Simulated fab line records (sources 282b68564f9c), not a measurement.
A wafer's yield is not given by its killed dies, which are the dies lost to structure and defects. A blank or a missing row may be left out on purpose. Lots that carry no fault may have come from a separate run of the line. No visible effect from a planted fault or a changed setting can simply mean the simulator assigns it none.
Split-lot trial    flow rit cmos    15 wafers read from 4 lots, route of 202 steps

== SPLIT DETAILS ==
At RIT_REOX_OXIDATION_03 (target thk 25.2 nm, ox time 5580 s), the setting ox time s was moved away from the recipe's 5580 s on 12 of the 15 wafers read, by -5.8% to +13.2%. The other wafers ran this setting at the recipe's value.

== FROM THE SPLIT TO THE READING: what the file shows between them, 17 steps ==
- RIT_NLDD_IMPLANT_08 (also split here: dose cm2)
- RIT_NLDD_STRIP_09: strips in O2, time 180 s
- RIT_NLDD_TW_MEAS_10
- RIT_PLDD_IMPLANT_08 (also split here: tilt deg)
- RIT_NSD_HARDBAKE_07: time 60 s (also split here: temp c)
- RIT_PSD_SOFTBAKE_02: time 60 s (also split here: temp c)
- RIT_PSD_EXPOSE_03: exposes mask M10, target cd 40900 nm
- RIT_PSD_PEB_04
- RIT_PSD_DEVELOP_05: develop time 50 s
- RIT_PSD_HARDBAKE_07: time 60 s
- RIT_SDANNEAL_RS_MEAS_07: measures by four-point-probe
- RIT_CONTACT_CVD_00: deposits SiO2 from TEOS, target thk 400 nm, time 61 s (also split here: time s)
- RIT_CONTACT_THK_MEAS_01
- RIT_CONTACT_DEVELOP_07: develop time 120 s (also split here: develop time s)
- RIT_CONTACT_CD_MEAS_08: target cd 1000 nm
- RIT_CONTACT_HARDBAKE_10: time 60 s
- RIT_CONTACT_ETCH_11: etches SiO2 in CHF3/CF4/Ar, stops on TiSi2, target depth 480 nm, time 320 s

== THE READING ==
etest.pldd.rs ohm sq (the simulator's own value, which no gauge read), at RIT_M1_PROBE_99. No usual value for it is given in the file. Across the 3 wafers here that went through the recipe, the average is 468.4 and the standard deviation 4.7.

wafer   tool, chamber at the split  ox time s as run, s  against the recipe  etest.pldd.rs ohm sq  against lot-mates on the recipe
L078.1  -, -                        6318                 +13.2%              824.2                 no lot-mate on the recipe
L078.3  -, -                        6318                 +13.2%              855.2                 no lot-mate on the recipe
L079.1  -, -                        5255                 -5.8%               418.6                 no lot-mate on the recipe
L079.2  -, -                        5255                 -5.8%               423.8                 no lot-mate on the recipe
L079.4  -, -                        5255                 -5.8%               423.5                 no lot-mate on the recipe
L079.5  -, -                        5255                 -5.8%               406                   no lot-mate on the recipe
L079.6  -, -                        5255                 -5.8%               413.9                 no lot-mate on the recipe
L083.1  -, -                        6010                 +7.7%               615                   no lot-mate on the recipe
L083.2  -, -                        6010                 +7.7%               617.5                 no lot-mate on the recipe
L083.3  -, -                        6010                 +7.7%               624.6                 no lot-mate on the recipe
L083.4  -, -                        6010                 +7.7%               617.2                 no lot-mate on the recipe
L083.6  -, -                        6010                 +7.7%               615.7                 no lot-mate on the recipe
L084.1  furnace-01, 0               5580                 recipe              465                   -
L084.4  furnace-01, 0               5580                 recipe              475                   -
L084.6  furnace-01, 0               5580                 recipe              465.2                 -

THE FIT
A straight line over all 15 wafers: etest.pldd.rs ohm sq changes by +19.3 for each +1% of ox time s; r = +0.95; the points scatter about the line by 45.
Too few moved wafers with a lot-mate on the recipe to fit a line net of each lot's own level.

== THE WHOLE CHAIN: every reading that the file lists as answering this split, in the file's order ==
step                   what it does                        reading                                                                            change (the file's fit)                r (the file's)
RIT_REOX_OXIDATION_03  target thk 25.2 nm, ox time 5580 s  SiO2_of_REOX_OXIDATION_03.thk nm (the simulator's own value, which no gauge read)  +0.219 nm for each +1% of the setting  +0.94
RIT_M1_PROBE_99                                            etest.pldd.rs ohm sq (the simulator's own value, which no gauge read)              +19.3 for each +1% of the setting      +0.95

== FILE'S OWN FIT ==
etest.pldd.rs ohm sq changes by +19.3 for each +1% of ox time s, r = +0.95.
